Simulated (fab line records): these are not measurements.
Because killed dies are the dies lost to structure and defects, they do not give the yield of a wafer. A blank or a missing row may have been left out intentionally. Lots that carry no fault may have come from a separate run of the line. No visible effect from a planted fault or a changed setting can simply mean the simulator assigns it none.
fab line records ; flow berkeley_cmos170 ; part 1 of 2: steps 1 to 31 of 44
record: lots: 5; wafers: 15; last_day: 11
route steps=331 shown NVT@113 PVT@115 GATE@125 FIELD@126 PLDD@145
lots untouched by any fault: they come from a run of this same line in which no faults occurred
start_h: start of the lot's first displayed wafer, in hours after the record's first day ; wait_h: time in hours since the lot's previous step ; " repeats the value in the row above ; L1.1+2: several wafers, shown together as one row ; - no value present, or no start provided ; * or withheld: withheld ; < > ~ a bound
route shown NAME@n: a module of which the file shows steps, and the number in the route of the first ; usual: mean/standard deviation of fault-free wafers ; same: alike in all rows ; chamber/n: place in a boat ; sites: the reading at each site ; _std_site: their standard deviation ; _edge_site: mean of outer sites minus mean of inner sites ; radius_mm: how far each site lies from the wafer's centre ; mask NAME#n: copy n ; behind: tool/chamber where the wafer was last shaped ; hold: the reason the lot was held/the length of the hold in hours/how it ended ; device: the n, p or np transistor that did not switch ; end of line: the same wafers' tests at the end of the route ; a step with no rows: only its recipe ; killed: dies that structure and defects cost at the first sort, which is not the same as the wafer's yield ; map: dies across one wafer; x = killed, . = not, _ = none there
set.NAME: the setting that was run; set.NAME@STEP: the one run at that earlier step ; model.NAME: the simulator's own value behind a step, which no gauge read
a table for each step, a row for each wafer; lots at some steps of the route
services: a tool's chamber out of use, with start hour (start_h, from the record's first day; less than 0 if before it), hours out, and reason
== steps ==
step: UCB170_NVT_TW_MEAS_09
usual: NVT_TW: 531/6.2
lot.wafer;tool;chamber;start_h;wait_h;NVT_TW
L074.1;film_metro-02;-;138.47;0.1;540
L074.3;film_metro-02;-;138.47;0.1;538
L074.4;film_metro-02;-;138.47;0.1;538
L078.1;film_metro-04;-;151.74;0.1;521
L078.2;film_metro-04;-;151.74;0.1;521
L078.4;film_metro-04;-;151.74;0.1;523
L079.3;film_metro-01;-;167.10;0.1;532
L079.4;film_metro-01;-;167.10;0.1;532
L079.5;film_metro-01;-;167.10;0.1;532
L080.2;film_metro-04;-;176.87;0.1;523
L080.3;film_metro-04;-;176.87;0.1;527
L080.4;film_metro-04;-;176.87;0.1;523
L090.1;film_metro-02;-;210.68;0.1;538
L090.2;film_metro-02;-;210.68;0.1;539
L090.5;film_metro-02;-;210.68;0.1;539
step: UCB170_NVT_CLEAN_10
recipe: chemistry: SPM; temp_c: 120; time_s: 600
usual: temp_c: 119.99/0.16
lot.wafer;tool;chamber;start_h;wait_h;temp_c
L074.1;wet_bench-02;3;138.53;0.1;120.22
L074.3;wet_bench-02;3;138.53;0.1;120.23
L074.4;wet_bench-02;3;138.53;0.1;120.28
L078.1;wet_bench-02;2;151.80;0.1;120.01
L078.2;wet_bench-02;2;151.80;0.1;119.90
L078.4;wet_bench-02;2;151.80;0.1;120.12
L079.3;wet_bench-04;1;167.14;0.0;119.87
L079.4;wet_bench-04;1;167.14;0.0;119.80
L079.5;wet_bench-04;1;167.14;0.0;120.00
L080.2;wet_bench-01;3;176.99;0.1;120.01
L080.3;wet_bench-01;3;176.99;0.1;120.13
L080.4;wet_bench-01;3;176.99;0.1;120.16
L090.1;wet_bench-01;1;210.74;0.1;120.10
L090.2;wet_bench-01;1;210.74;0.1;119.78
L090.5;wet_bench-01;1;210.74;0.1;119.96
step: UCB170_PVT_HMDS_00
recipe: prime_time_s: 60; prime_temp_c: 100
lot.wafer;tool;chamber;start_h;wait_h
L074.1+3+4;litho_track-02;0;138.91;0.2
L078.1+2+4;litho_track-03;0;152.22;0.3
L079.3+4+5;litho_track-03;0;167.64;0.3
L080.2+3+4;litho_track-02;0;177.21;0.0
L090.1+2+5;litho_track-02;0;210.92;0.0
step: UCB170_PVT_COAT_01
recipe: resist: KrF; spin_rpm: 1500; resist_thk_nm: 900
lot.wafer;tool;chamber;start_h;wait_h
L074.1+3+4;litho_track-02;0;139.06;0.1
L078.1+2+4;litho_track-03;0;152.37;0.1
L079.3+4+5;litho_track-03;0;167.79;0.1
L080.2+3+4;litho_track-02;0;177.36;0.1
L090.1+2+5;litho_track-02;0;211.07;0.1
step: UCB170_PVT_SOFTBAKE_02
recipe: resist: KrF; temp_c: 130; time_s: 60
lot.wafer;tool;chamber;start_h;wait_h
L074.1+3+4;litho_track-02;0;139.21;0.1
L078.1+2+4;litho_track-03;0;152.52;0.1
L079.3+4+5;litho_track-03;0;167.94;0.1
L080.2+3+4;litho_track-02;0;177.51;0.1
L090.1+2+5;litho_track-02;0;211.22;0.1
step: UCB170_PVT_EXPOSE_03
recipe: mask_id: NWELL; target_cd_nm: 3000; na: 0.5; sigma_outer: 0.6; source_shape: conventional; dose_mj: 30
lot.wafer;tool;chamber;start_h;wait_h;mask
L074.1+3+4;krf_scanner-01;0;139.48;0.2;NWELL#0
L078.1+2+4;krf_scanner-02;0;152.80;0.2;NWELL#0
L079.3+4+5;krf_scanner-01;0;168.20;0.2;NWELL#0
L080.2+3+4;krf_scanner-02;0;177.77;0.2;NWELL#0
L090.1+2+5;krf_scanner-02;0;211.37;0.1;NWELL#0
step: UCB170_PVT_PEB_04
recipe: peb_temp_c: 130; peb_time_s: withheld; resist: KrF
lot.wafer;tool;chamber;start_h;wait_h
L074.1+3+4;litho_track-03;0;139.60;0.1
L078.1+2+4;litho_track-02;0;153.05;0.2
L079.3+4+5;litho_track-03;0;168.54;0.3
L080.2+3+4;litho_track-01;0;177.90;0.1
L090.1+2+5;litho_track-03;0;211.57;0.2
step: UCB170_PVT_DEVELOP_05
recipe: developer: TMAH; develop_time_s: 45; resist: KrF; dev_temp_c: 21
lot.wafer;tool;chamber;start_h;wait_h
L074.1+3+4;litho_track-03;0;-;-
L078.1+2+4;litho_track-02;0;-;-
L079.3+4+5;litho_track-03;0;-;-
L080.2+3+4;litho_track-01;0;-;-
L090.1+2+5;litho_track-03;0;-;-
step: UCB170_PVT_OVL_MEAS_06
usual: PVT_OVL: -2/5.4
lot.wafer;tool;chamber;start_h;wait_h;PVT_OVL[nm]
L074.1;overlay-01;-;139.88;-;-6
L074.3;overlay-01;-;139.88;-;-3
L074.4;overlay-01;-;139.88;-;-7
L078.1;overlay-02;-;153.32;-;-5
L078.2;overlay-02;-;153.32;-;-11
L078.4;overlay-02;-;153.32;-;-10
L079.3;overlay-01;-;168.78;-;-9
L079.4;overlay-01;-;168.78;-;-8
L079.5;overlay-01;-;168.78;-;-6
L080.2;overlay-01;-;178.15;-;4
L080.3;overlay-01;-;178.15;-;6
L080.4;overlay-01;-;178.15;-;1
L090.1;overlay-02;-;211.85;-;-2
L090.2;overlay-02;-;211.85;-;-2
L090.5;overlay-02;-;211.85;-;-3
step: UCB170_PVT_IMPLANT_07
recipe: species: P; dose_cm2: 2e+12; energy_kev: 30; tilt_deg: 7
lot.wafer;tool;chamber;start_h;wait_h
L074.1+3+4;implanter-04;0;139.91;0.0
L078.1+2+4;implanter-04;0;153.36;0.0
L079.3+4+5;implanter-04;0;168.85;0.1
L080.2+3+4;implanter-01;0;178.21;0.0
L090.1+2+5;implanter-04;0;211.88;0.0
step: UCB170_PVT_STRIP_08
recipe: chemistry: O2; power_w: 400; pressure_mtorr: 3500; platen_temp_c: withheld; o2_flow_sccm: 400; overash_fraction: 0.5
usual: chamber_pressure_mTorr: 3500/3; drypump_motor_current_A: 6.23/0.27; oes_product_au: 0.735/0.0044; strip_time_to_endpoint_s: 21.61/0.065
lot.wafer;tool;chamber;start_h;wait_h;chamber_pressure_mTorr;drypump_motor_current_A;oes_product_au;rf_hours_counter_h;strip_time_to_endpoint_s
L074.1;plasma_asher-02;1;140.06;0.1;3497;6.57;0.728;37;21.64
L074.3;plasma_asher-02;1;140.06;0.1;3504;6.58;0.726;-;21.72
L074.4;plasma_asher-02;0;140.06;0.1;3505;6.37;0.737;-;21.67
L078.1;plasma_asher-01;0;153.51;0.1;3499;6.21;0.740;38;21.70
L078.2;plasma_asher-01;1;153.51;0.1;3501;6.32;0.745;38;21.63
L078.4;plasma_asher-01;0;153.51;0.1;3498;6.18;0.735;-;21.64
L079.3;plasma_asher-01;1;168.99;0.1;3504;6.32;0.739;-;21.53
L079.4;plasma_asher-01;0;168.99;0.1;3502;6.18;0.738;-;21.60
L079.5;plasma_asher-01;1;168.99;0.1;3506;6.32;0.732;-;21.61
L080.2;plasma_asher-04;1;178.33;0.1;3498;6.03;0.728;44;21.67
L080.3;plasma_asher-04;1;178.33;0.1;3498;5.98;0.734;-;21.61
L080.4;plasma_asher-04;0;178.33;0.1;3501;5.72;0.734;-;21.72
L090.1;plasma_asher-02;1;212.03;0.1;3506;6.56;0.740;45;21.62
L090.2;plasma_asher-02;0;212.03;0.1;3499;6.38;0.734;45;21.63
L090.5;plasma_asher-02;1;212.03;0.1;3504;6.59;0.735;-;21.64
step: UCB170_PVT_TW_MEAS_09
usual: PVT_TW: 515/5.6
lot.wafer;tool;chamber;start_h;wait_h;PVT_TW
L074.1;film_metro-03;-;140.16;0.1;523
L074.3;film_metro-03;-;140.16;0.1;522
L074.4;film_metro-03;-;140.16;0.1;523
L078.1;film_metro-04;-;153.61;0.1;506
L078.2;film_metro-04;-;153.61;0.1;505
L078.4;film_metro-04;-;153.61;0.1;509
L079.3;film_metro-03;-;169.07;0.1;518
L079.4;film_metro-03;-;169.07;0.1;523
L079.5;film_metro-03;-;169.07;0.1;519
L080.2;film_metro-04;-;178.44;0.1;511
L080.3;film_metro-04;-;178.44;0.1;508
L080.4;film_metro-04;-;178.44;0.1;510
L090.1;film_metro-01;-;212.13;0.1;519
L090.2;film_metro-01;-;212.13;0.1;518
L090.5;film_metro-01;-;212.13;0.1;519
step: UCB170_GATE_WET_ETCH_00
recipe: chemistry: dHF; dilution: 25:1; target: SiO2; temp_c: 25; time_s: 200
usual: temp_c: 24.99/0.11
lot.wafer;tool;chamber;start_h;wait_h;temp_c
L074.1;wet_bench-03;3;140.22;0.1;25.12
L074.3;wet_bench-03;3;140.22;0.1;25.19
L074.4;wet_bench-03;3;140.22;0.1;25.00
L078.1;wet_bench-01;0;156.95;3.3;25.09
L078.2;wet_bench-01;0;156.95;3.3;25.09
L078.4;wet_bench-01;0;156.95;3.3;25.02
L079.3;wet_bench-03;0;169.11;0.0;25.04
L079.4;wet_bench-03;0;169.11;0.0;24.95
L079.5;wet_bench-03;0;169.11;0.0;25.09
L080.2;wet_bench-04;1;178.49;0.0;25.00
L080.3;wet_bench-04;1;178.49;0.0;24.98
L080.4;wet_bench-04;1;178.49;0.0;24.80
L090.1;wet_bench-04;0;212.19;0.1;24.81
L090.2;wet_bench-04;0;212.19;0.1;24.86
L090.5;wet_bench-04;0;212.19;0.1;24.84
step: UCB170_FIELD_THK_MEAS_91
recipe: reads: SiO2_of_FIELD_OXIDATION_01
usual: FIELD_OXIDE_LEFT_2_THK: 350/11
lot.wafer;tool;chamber;start_h;wait_h;FIELD_OXIDE_LEFT_2_THK[nm]
L074.1;film_metro-04;-;140.35;0.0;351
L074.3;film_metro-04;-;140.35;0.0;337
L074.4;film_metro-04;-;140.35;0.0;345
L078.1;film_metro-04;-;157.02;0.0;356
L078.2;film_metro-04;-;157.02;0.0;358
L078.4;film_metro-04;-;157.02;0.0;349
L079.3;film_metro-01;-;169.20;0.0;352
L079.4;film_metro-01;-;169.20;0.0;349
L079.5;film_metro-01;-;169.20;0.0;350
L080.2;film_metro-01;-;178.57;0.0;366
L080.3;film_metro-01;-;178.57;0.0;372
L080.4;film_metro-01;-;178.57;0.0;371
L090.1;film_metro-03;-;212.26;0.0;333
L090.2;film_metro-03;-;212.26;0.0;341
L090.5;film_metro-03;-;212.26;0.0;342
step: UCB170_GATE_OXIDATION_01
recipe: temp_c: 850; ambient: O2; target_thk_a: 66; ox_time_s: 1800
lot.wafer;tool;chamber;start_h;wait_h
L074.1+3+4;furnace-02;0;144.85;4.5
L078.1+2+4;furnace-02;0;160.61;3.6
L079.3+4+5;furnace-01;0;172.86;3.7
L080.2+3+4;furnace-01;0;183.69;5.1
L090.1+2+5;furnace-02;0;213.21;0.9
step: UCB170_GATE_THK_MEAS_02
recipe: reads: SiO2_of_GATE_OXIDATION_01
usual: GATE_OXIDE_THK: 6.61/0.11
lot.wafer;tool;chamber;start_h;wait_h;GATE_OXIDE_THK[nm]
L074.1;film_metro-02;-;146.41;0.1;6.73
L074.3;film_metro-02;-;146.41;0.1;6.74
L074.4;film_metro-02;-;146.41;0.1;6.77
L078.1;film_metro-03;-;162.14;0.0;6.67
L078.2;film_metro-03;-;162.14;0.0;6.72
L078.4;film_metro-03;-;162.14;0.0;6.63
L079.3;film_metro-01;-;174.38;0.0;6.59
L079.4;film_metro-01;-;174.38;0.0;6.53
L079.5;film_metro-01;-;174.38;0.0;6.56
L080.2;film_metro-02;-;185.20;0.0;6.51
L080.3;film_metro-02;-;185.20;0.0;6.64
L080.4;film_metro-02;-;185.20;0.0;6.64
L090.1;film_metro-02;-;214.77;0.1;6.60
L090.2;film_metro-02;-;214.77;0.1;6.60
L090.5;film_metro-02;-;214.77;0.1;6.69
step: UCB170_GATE_ANNEAL_03
recipe: temp_c: 900; time_s: 1800; ambient: N2
lot.wafer;tool;chamber;start_h;wait_h
L074.1+3+4;furnace-02;0;151.20;4.8
L078.1+2+4;furnace-01;0;166.86;4.7
L079.3+4+5;furnace-02;0;179.31;4.9
L080.2+3+4;furnace-04;0;190.10;4.9
L090.1+2+5;furnace-01;0;219.99;5.2
step: UCB170_GATE_CVD_04
recipe: material: poly-Si; temp_c: 610; precursor: SiH4; time_s: 1440; pressure_mtorr: 375; target_thk_nm: 214; sih4_flow_sccm: 120
usual: susceptor_temp_C: 609.99/0.28
lot.wafer;tool;chamber;start_h;wait_h;susceptor_temp_C
L074.1;lpcvd-02;1;152.70;0.0;610.02
L074.3;lpcvd-02;1;152.70;0.0;610.43
L074.4;lpcvd-02;1;152.70;0.0;609.95
L078.1;lpcvd-01;0;168.36;0.0;609.78
L078.2;lpcvd-01;0;168.36;0.0;609.35
L078.4;lpcvd-01;0;168.36;0.0;609.91
L079.3;lpcvd-01;1;180.81;0.0;610.05
L079.4;lpcvd-01;1;180.81;0.0;609.52
L079.5;lpcvd-01;1;180.81;0.0;609.72
L080.2;lpcvd-01;1;192.64;1.0;610.34
L080.3;lpcvd-01;1;192.64;1.0;610.00
L080.4;lpcvd-01;1;192.64;1.0;609.78
L090.1;lpcvd-01;0;221.91;0.4;609.93
L090.2;lpcvd-01;0;221.91;0.4;609.78
L090.5;lpcvd-01;0;221.91;0.4;609.95
step: UCB170_GATE_THK_MEAS_05
recipe: reads: poly-Si_of_GATE_CVD_04
usual: GATE_POLY_THK: 214.1/1.9
lot.wafer;tool;chamber;start_h;wait_h;GATE_POLY_THK[nm]
L074.1;film_metro-03;-;154.86;0.1;212.3
L074.3;film_metro-03;-;154.86;0.1;211.8
L074.4;film_metro-03;-;154.86;0.1;212.6
L078.1;film_metro-01;-;169.76;0.0;215.9
L078.2;film_metro-01;-;169.76;0.0;216.0
L078.4;film_metro-01;-;169.76;0.0;214.0
L079.3;film_metro-02;-;182.23;0.0;213.0
L079.4;film_metro-02;-;182.23;0.0;213.0
L079.5;film_metro-02;-;182.23;0.0;211.5
L080.2;film_metro-02;-;194.05;0.0;215.3
L080.3;film_metro-02;-;194.05;0.0;215.4
L080.4;film_metro-02;-;194.05;0.0;216.2
L090.1;film_metro-02;-;223.31;0.0;216.3
L090.2;film_metro-02;-;223.31;0.0;216.4
L090.5;film_metro-02;-;223.31;0.0;215.7
step: UCB170_GATE_COAT_06
recipe: resist: BARC; temp_c: withheld; time_s: withheld; spin_rpm: 3000; resist_thk_nm: withheld
lot.wafer;tool;chamber;start_h;wait_h
L074.1+3+4;litho_track-04;0;155.08;0.2
L078.1+2+4;litho_track-03;0;169.84;0.1
L079.3+4+5;litho_track-04;0;182.32;0.1
L080.2+3+4;litho_track-01;0;194.75;0.7
L090.1+2+5;litho_track-04;0;223.59;0.3
step: UCB170_GATE_COAT_07
recipe: resist: KrF; spin_rpm: 1500; resist_thk_nm: 900
lot.wafer;tool;chamber;start_h;wait_h
L074.1+3+4;litho_track-04;0;-;-
L078.1+2+4;litho_track-03;0;-;-
L079.3+4+5;litho_track-04;0;-;-
L080.2+3+4;litho_track-01;0;-;-
L090.1+2+5;litho_track-04;0;-;-
step: UCB170_GATE_SOFTBAKE_08
recipe: resist: KrF; temp_c: 130; time_s: 60
lot.wafer;tool;chamber;start_h;wait_h
L074.1+3+4;litho_track-04;0;-;-
L078.1+2+4;litho_track-03;0;-;-
L079.3+4+5;litho_track-04;0;-;-
L080.2+3+4;litho_track-01;0;-;-
L090.1+2+5;litho_track-04;0;-;-
step: UCB170_GATE_EXPOSE_09
recipe: mask_id: POLY; target_cd_nm: 350; na: 0.5; sigma_outer: 0.6; source_shape: conventional; dose_mj: 21
lot.wafer;tool;chamber;start_h;wait_h;mask
L074.1+3+4;krf_scanner-02;0;155.67;-;POLY#0
L078.1+2+4;krf_scanner-01;0;170.63;-;POLY#0
L079.3+4+5;krf_scanner-01;0;182.99;-;POLY#0
L080.2+3+4;krf_scanner-01;0;195.37;-;POLY#0
L090.1+2+5;krf_scanner-01;0;224.19;-;POLY#0
step: UCB170_GATE_PEB_10
recipe: peb_temp_c: 130; peb_time_s: withheld; resist: KrF
lot.wafer;tool;chamber;start_h;wait_h
L074.1+3+4;litho_track-01;0;156.03;0.3
L078.1+2+4;litho_track-01;0;170.75;0.1
L079.3+4+5;litho_track-04;0;183.12;0.1
L080.2+3+4;litho_track-04;0;195.77;0.4
L090.1+2+5;litho_track-01;0;224.60;0.4
step: UCB170_GATE_DEVELOP_11
recipe: developer: TMAH; develop_time_s: 45; resist: KrF; dev_temp_c: 21
lot.wafer;tool;chamber;start_h;wait_h
L074.1+3+4;litho_track-01;0;-;-
L078.1+2+4;litho_track-01;0;-;-
L079.3+4+5;litho_track-04;0;-;-
L080.2+3+4;litho_track-04;0;-;-
L090.1+2+5;litho_track-01;0;-;-
step: UCB170_GATE_CD_MEAS_12
recipe: target_cd_nm: 350
usual: cd_nm: 350.4/1.4
lot.wafer;tool;chamber;start_h;wait_h;cd_nm
L074.1;cd_sem-01;-;156.31;-;350.5
L074.3;cd_sem-01;-;156.31;-;348.8
L074.4;cd_sem-01;-;156.31;-;349.9
L078.1;cd_sem-01;-;171.07;-;350.1
L078.2;cd_sem-01;-;171.07;-;351.4
L078.4;cd_sem-01;-;171.07;-;351.6
L079.3;cd_sem-02;-;183.38;-;349.5
L079.4;cd_sem-02;-;183.38;-;350.1
L079.5;cd_sem-02;-;183.38;-;350.3
L080.2;cd_sem-01;-;196.13;-;346.8
L080.3;cd_sem-01;-;196.13;-;348.0
L080.4;cd_sem-01;-;196.13;-;349.0
L090.1;cd_sem-02;-;224.92;-;350.8
L090.2;cd_sem-02;-;224.92;-;351.9
L090.5;cd_sem-02;-;224.92;-;350.2
step: UCB170_GATE_OVL_MEAS_13
usual: GATE_OVL: 1/7.5
lot.wafer;tool;chamber;start_h;wait_h;GATE_OVL[nm]
L074.1;overlay-01;-;156.43;0.1;1
L074.3;overlay-01;-;156.43;0.1;-2
L074.4;overlay-01;-;156.43;0.1;-4
L078.1;overlay-02;-;171.19;0.1;3
L078.2;overlay-02;-;171.19;0.1;8
L078.4;overlay-02;-;171.19;0.1;1
L079.3;overlay-02;-;183.48;0.1;-3
L079.4;overlay-02;-;183.48;0.1;-7
L079.5;overlay-02;-;183.48;0.1;-5
L080.2;overlay-02;-;196.23;0.1;10
L080.3;overlay-02;-;196.23;0.1;9
L080.4;overlay-02;-;196.23;0.1;12
L090.1;overlay-02;-;225.04;0.1;14
L090.2;overlay-02;-;225.04;0.1;1
L090.5;overlay-02;-;225.04;0.1;13
step: UCB170_GATE_ETCH_14
recipe: chemistry: N2/H2; target_depth_a: withheld; overetch_a: withheld; target: BARC; time_s: withheld; source_w: 500; bias_w: 100; pressure_mtorr: 30; n2_flow_sccm: 100; h2_flow_sccm: 200
usual: chamber_pressure_mTorr: 29.998/0.025; drypump_motor_current_A: 5.5/0.41; oes_product_au: 0.983/0.029; throttle_valve_pct: 13.37/0.19
lot.wafer;tool;chamber;start_h;wait_h;chamber_pressure_mTorr;drypump_motor_current_A;oes_product_au;throttle_valve_pct
L074.1;rie_diel-01;2;156.46;0.0;29.962;5.0;0.987;13.41
L074.3;rie_diel-01;3;156.46;0.0;29.962;5.0;1.041;13.17
L074.4;rie_diel-01;1;156.46;0.0;29.987;5.5;0.981;13.70
L078.1;rie_diel-01;0;171.22;0.0;30.008;5.2;0.932;13.11
L078.2;rie_diel-01;1;171.22;0.0;30.035;5.5;0.981;13.72
L078.4;rie_diel-01;2;171.22;0.0;30.054;5.0;0.982;13.41
L079.3;rie_diel-01;3;183.50;0.0;29.986;5.1;1.021;13.19
L079.4;rie_diel-01;1;183.50;0.0;29.984;5.5;0.959;13.69
L079.5;rie_diel-01;0;183.50;0.0;30.035;5.2;0.943;13.09
L080.2;rie_diel-03;2;196.26;0.0;30.022;5.1;1.012;13.22
L080.3;rie_diel-03;0;196.26;0.0;30.067;5.8;0.963;13.56
L080.4;rie_diel-03;1;196.26;0.0;29.999;6.1;0.985;13.62
L090.1;rie_diel-04;3;225.07;0.0;30.019;5.2;0.957;13.27
L090.2;rie_diel-04;2;225.07;0.0;29.994;5.8;1.000;13.45
L090.5;rie_diel-04;2;225.07;0.0;29.981;5.9;1.004;13.46
step: UCB170_GATE_ETCH_15
recipe: chemistry: HBr/Cl2; target: poly-Si; stop_on: SiO2; over_etch_frac: 0.3; icp_w: 300; bias_w: 150; time_s: 56.3; pressure_mtorr: 15; HBr_flow_sccm: 150; Cl2_flow_sccm: 50; target_depth_a: 2782
usual: chamber_pressure_mTorr: 14.999/0.014; drypump_motor_current_A: 5.75/0.3; mfc_cl2_sccm: 49.99/0.14; oes_product_au: 0.837/0.018; throttle_valve_pct: 26.4/0.37
lot.wafer;tool;chamber;start_h;wait_h;chamber_pressure_mTorr;drypump_motor_current_A;mfc_cl2_sccm;oes_product_au;rf_hours_counter_h;throttle_valve_pct
L074.1;rie_si-02;1;156.51;-;14.982;5.83;50.10;0.798;34;26.6
L074.3;rie_si-02;3;156.51;-;15.014;6.18;50.18;0.848;38;26.5
L074.4;rie_si-02;2;156.51;-;15.004;5.95;49.87;0.847;66;26.4
L078.1;rie_si-02;0;171.26;-;15.005;6.01;49.89;0.846;1;25.9
L078.2;rie_si-02;1;171.26;-;14.998;5.82;50.14;0.811;34;26.6
L078.4;rie_si-02;2;171.26;-;15.032;5.99;50.35;0.855;66;26.4
L079.3;rie_si-02;0;183.54;-;14.979;6.03;50.20;0.840;1;25.9
L079.4;rie_si-02;2;183.54;-;14.996;5.98;49.89;0.849;66;26.4
L079.5;rie_si-02;0;183.54;-;15.007;6.01;50.00;0.833;-;25.9
L080.2;rie_si-01;3;196.31;-;15.006;5.52;49.93;0.846;1;26.1
L080.3;rie_si-01;0;196.31;-;14.983;5.38;49.90;0.852;0;27.1
L080.4;rie_si-01;0;196.31;-;14.983;5.38;49.67;0.855;-;27.1
L090.1;rie_si-02;1;225.12;-;14.988;5.84;49.90;0.808;34;26.6
L090.2;rie_si-02;0;225.12;-;14.978;6.03;50.00;0.854;1;25.9
L090.5;rie_si-02;2;225.12;-;14.990;5.96;49.94;0.856;-;26.4
step: UCB170_GATE_STRIP_16
recipe: chemistry: O2; power_w: 400; pressure_mtorr: 3500; platen_temp_c: withheld; o2_flow_sccm: 400; overash_fraction: 0.5
usual: chamber_pressure_mTorr: 3500/3.2; drypump_motor_current_A: 6.2/0.33; oes_product_au: 0.723/0.0049
lot.wafer;tool;chamber;start_h;wait_h;chamber_pressure_mTorr;drypump_motor_current_A;oes_product_au;rf_hours_counter_h
L074.1;plasma_asher-03;0;156.55;0.0;3497;6.4;0.724;4
L074.3;plasma_asher-03;1;156.55;0.0;3497;5.7;0.724;-
L074.4;plasma_asher-03;0;156.55;0.0;3500;6.4;0.718;-
L078.1;plasma_asher-02;1;171.31;0.0;3498;6.5;0.719;40
L078.2;plasma_asher-02;0;171.31;0.0;3503;6.4;0.728;40
L078.4;plasma_asher-02;0;171.31;0.0;3498;6.4;0.727;-
L079.3;plasma_asher-03;1;183.62;0.1;3502;5.7;0.722;-
L079.4;plasma_asher-03;0;183.62;0.1;3503;6.4;0.723;-
L079.5;plasma_asher-03;0;183.62;0.1;3504;6.4;0.725;-
L080.2;plasma_asher-03;1;196.35;0.0;3497;5.8;0.719;7
L080.3;plasma_asher-03;0;196.35;0.0;3499;6.5;0.716;-
L080.4;plasma_asher-03;1;196.35;0.0;3497;5.7;0.713;-
L090.1;plasma_asher-02;1;225.16;0.0;3494;6.5;0.728;46
L090.2;plasma_asher-02;0;225.16;0.0;3496;6.4;0.725;46
L090.5;plasma_asher-02;1;225.16;0.0;3502;6.6;0.714;-
step: UCB170_GATE_CD_MEAS_90
recipe: target_cd_nm: 350
usual: cd_nm: 350.6/1.7
lot.wafer;tool;chamber;start_h;wait_h;cd_nm
L074.1;cd_sem-02;-;156.70;0.1;351.0
L074.3;cd_sem-02;-;156.70;0.1;347.4
L074.4;cd_sem-02;-;156.70;0.1;350.0
L078.1;cd_sem-02;-;171.41;0.1;350.5
L078.2;cd_sem-02;-;171.41;0.1;350.9
L078.4;cd_sem-02;-;171.41;0.1;352.3
L079.3;cd_sem-01;-;183.73;0.1;348.4
L079.4;cd_sem-01;-;183.73;0.1;351.9
L079.5;cd_sem-01;-;183.73;0.1;351.1
L080.2;cd_sem-02;-;196.47;0.1;347.9
L080.3;cd_sem-02;-;196.47;0.1;348.7
L080.4;cd_sem-02;-;196.47;0.1;348.6
L090.1;cd_sem-02;-;225.28;0.1;350.3
L090.2;cd_sem-02;-;225.28;0.1;352.8
L090.5;cd_sem-02;-;225.28;0.1;350.7
